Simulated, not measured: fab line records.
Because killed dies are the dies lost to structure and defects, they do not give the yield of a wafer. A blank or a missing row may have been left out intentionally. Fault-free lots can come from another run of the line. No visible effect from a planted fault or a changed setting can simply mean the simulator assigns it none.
The same fault as seen by 2 desks || flow berkeleyCmos170 || only its own numbers are on each desk; what lay behind them is given at the end

== FOR THE TOOL OWNER'S DESK: implanter-01 ==
The tool's own readings at UCB170_PFIELD_IMPLANT_07: means of the sampled wafers that have a number, for each lot that ran on this tool. Any lot whose mean is over 4 standard deviations away from the usual mean is out of limits and marked OUT; that distance is given in the brackets.
Columns: A = beamEnergyKeV at UCB170_PFIELD_IMPLANT_07, usual 80.003; B = doseIonsCm2 at UCB170_PFIELD_IMPLANT_07, usual 2.0001e+13; C = endStationPressureTorr at UCB170_PFIELD_IMPLANT_07, usual 4.99e-06 Torr; D = faradayCurrentUA at UCB170_PFIELD_IMPLANT_07, usual 63.4
{"lot": "L599", "first seen here": "day 5 16:08", "A": 80.016, "B": 2.0038e+13, "C": 4.96e-06, "D": 62.3}
{"lot": "L603", "first seen here": "day 6 10:39", "A": 80.006, "B": 2.0012e+13, "C": 4.76e-06, "D": 63.4}
{"lot": "L605", "first seen here": "day 6 19:56", "A": 80.007, "B": 1.9977e+13, "C": 5.08e-06, "D": 64.2}
{"lot": "L608", "first seen here": "day 7 19:39", "A": 79.996, "B": 1.9987e+13, "C": 5.07e-06, "D": 63.3}
{"lot": "L613", "first seen here": "day 7 20:46", "A": 80.012, "B": 2.0002e+13, "C": 4.86e-06, "D": 63.0}
{"lot": "L611", "first seen here": "day 7 21:29", "A": 79.992, "B": 1.9992e+13, "C": 4.87e-06, "D": 64.1}
{"lot": "L619", "first seen here": "day 8 19:04", "A": 80.017, "B": "2.3189e+13 (+99 or more) OUT", "C": 5.06e-06, "D": "74.4 (+9.2) OUT"}
{"lot": "L620", "first seen here": "day 9 13:07", "A": 80.004, "B": "2.3199e+13 (+99 or more) OUT", "C": 5.14e-06, "D": "74.7 (+9.4) OUT"}
Finding of this desk: L619, L620 out of limits; the first was L619 at day 8 19:04, on doseIonsCm2 at UCB170_PFIELD_IMPLANT_07. L599, L603, L605, L608, L613, L611 stayed within limits.

== AT THE METROLOGY DESK ==
Means of the sampled wafers that have a number, per lot and without regard to the tool the lot ran on: this is what the gauges read. Any lot whose mean is over 4 standard deviations away from the usual mean is out of limits and marked OUT; that distance is given in the brackets.
Columns: A = ACTIVE_OVL at UCB170_ACTIVE_OVL_MEAS_14, usual 0 nm
{"lot": "L599", "first seen here": "day 5 11:57", "A": 1}
{"lot": "L603", "first seen here": "day 6 06:35", "A": -3}
{"lot": "L605", "first seen here": "day 6 15:23", "A": 0}
{"lot": "L604", "first seen here": "day 6 15:27", "A": -2}
{"lot": "L606", "first seen here": "day 6 15:44", "A": 2}
{"lot": "L607", "first seen here": "day 6 16:03", "A": -8}
{"lot": "L608", "first seen here": "day 7 17:41", "A": 1}
{"lot": "L613", "first seen here": "day 7 18:13", "A": 5}
{"lot": "L610", "first seen here": "day 7 18:30", "A": -0}
{"lot": "L611", "first seen here": "day 7 18:34", "A": 8}
{"lot": "L619", "first seen here": "day 8 17:38", "A": -1}
{"lot": "L620", "first seen here": "day 9 10:07", "A": 5}
{"lot": "L621", "first seen here": "day 9 10:10", "A": 3}
{"lot": "L622", "first seen here": "day 9 14:43", "A": -2}
This desk found nothing out of limits on any of the 14 lots.

== BROUGHT TOGETHER ==
At day 8 19:04, on L619, L620, the tool owner's desk was in a position to raise an alarm.
At the metrology desk, nothing out of limits was observed.
The metrology desk holds a record of L619, L620, inside its limits.
The lots listed all ran UCB170_PFIELD_IMPLANT_07 on implanter-01.

== WHAT THE SIMULATOR HAD PUT IN ==
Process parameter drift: implanter-01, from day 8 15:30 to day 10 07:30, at UCB170_PFIELD_IMPLANT_07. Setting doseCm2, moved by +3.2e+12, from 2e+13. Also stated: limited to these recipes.
Shown lots that were struck: L619, L620.
Each desk's first reading out of limits, in hours after the fault started: the tool owner's desk, 4.
